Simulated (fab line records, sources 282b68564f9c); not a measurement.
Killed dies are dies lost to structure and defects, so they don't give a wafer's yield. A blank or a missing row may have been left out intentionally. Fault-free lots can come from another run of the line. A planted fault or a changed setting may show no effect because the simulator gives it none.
Comparing a struck lot with a sound one -- flow ritCmos -- 15 out of 202 route steps
Sound: these wafers, L681.2, L681.5, L681.6. Struck: wafer L698.4. (L698.2, L698.3 of the same lot were not struck and are left out.) The cause comes at the end.
Order at every step that has rows: each side's tool, ch and its chambers, its first start. Under that, the readings that differ: sound wafers -- struck wafers -- difference of the means -- sigmas: that difference in standard deviations of wafers without a fault.
alike: a reading whose means differ by less than 2 such deviations, as well as words and numbers matching on both sides. not compared: withheld readings; readings where some wafer has no value; bounds like >300 that might hide an equal value; numbers whose values overlap and for which the record gives no deviation.
The two part at a step that has a row with sigmas, a row that says differs or no value, or rows on one side only. When numbers do not overlap yet have no deviation, they are printed without sigmas and do not part them. Lack of a reading on every wafer of one side parts them only where that side has two or more wafers.

RIT_GATE_THK_MEAS_07:
  sound on filmMetro-03 at day 2 13:55; struck on filmMetro-02 at day 6 00:31
reading,sound,struck,difference,sigmas
GATE_OXIDE_THK (nm),3.10 3.10 3.12,2.94,-0.17,-3
then, 1 step without rows for these wafers: RIT_GATE_CVD_08 (deposits poly-Si from SiH4, target thk 250 nm, time 2220 s).
RIT_GATE_THK_MEAS_09:
  sound on filmMetro-03 at day 2 15:35; struck on filmMetro-03 at day 6 02:11
  alike: GATE_POLY_THK
then, 6 steps without rows for these wafers: RIT_GATE_HMDS_10 (prime time 60 s); RIT_GATE_COAT_11 (resist thk 850 nm); RIT_GATE_SOFTBAKE_12 (time 60 s); RIT_GATE_EXPOSE_13 (exposes mask M6, target cd 150 nm); RIT_GATE_PEB_14; RIT_GATE_DEVELOP_15 (develop time 52.32 s).
RIT_GATE_CD_MEAS_16: target cd 150 nm.
  sound on cdSem-02 at day 2 16:43; struck on cdSem-02 at day 6 03:17
  alike: cdNm
RIT_GATE_OVL_MEAS_17:
  sound on overlay-02 at day 2 16:49; struck on overlay-01 at day 6 03:23
  alike: GATE_OVL
then, 1 step without rows for these wafers: RIT_GATE_HARDBAKE_18 (time 60 s).
RIT_GATE_ETCH_19: etches poly-Si in SF6/CHF3/O2, stops on SiO2, time 165 s, target depth 312.5 nm.
  sound on rieSi-02 ch 2,3, day 2 16:59; struck on rieSi-01 ch 2, day 6 03:41
reading,sound,struck,difference,sigmas
rfFwdPowerW (W),159.1 159.7 158.9,184.6,+25.4,+51
model.NOVOLAK_of_GATE_COAT_11.thkNm (nm),670.5 673.8 670.6,659,-13,
  alike: drypumpMotorCurrentA, oesProductAu, throttleValvePct
  not compared: rfHoursCounterH
RIT_GATE_STRIP_20: strips in O2, time 180 s.
  sound on plasmaAsher-03 ch 0,1, day 2 17:06; struck on plasmaAsher-03 ch 1, day 6 03:48
  alike: drypumpMotorCurrentA
  not compared: rfHoursCounterH
RIT_M1_PROBE_99:
  sound on prober-01 at day 3 12:46; struck on prober-02 at day 6 23:49
reading,sound,struck,difference,sigmas
model.etest.antennaPoly.vtShiftV (V),-0.009806 -0.01153 -0.007739,-0.01551,-0.00582,
  alike: killedAtContacts, killedAtFrontEnd, killedDies, killedOpen, killedShort

## WHERE THEY PART
Earliest at RIT_GATE_THK_MEAS_07; latest, in this record, at RIT_GATE_ETCH_19. Later steps at which nothing parts them and some readings are alike: RIT_GATE_STRIP_20, RIT_M1_PROBE_99.

WHY: what had been put in by the simulator
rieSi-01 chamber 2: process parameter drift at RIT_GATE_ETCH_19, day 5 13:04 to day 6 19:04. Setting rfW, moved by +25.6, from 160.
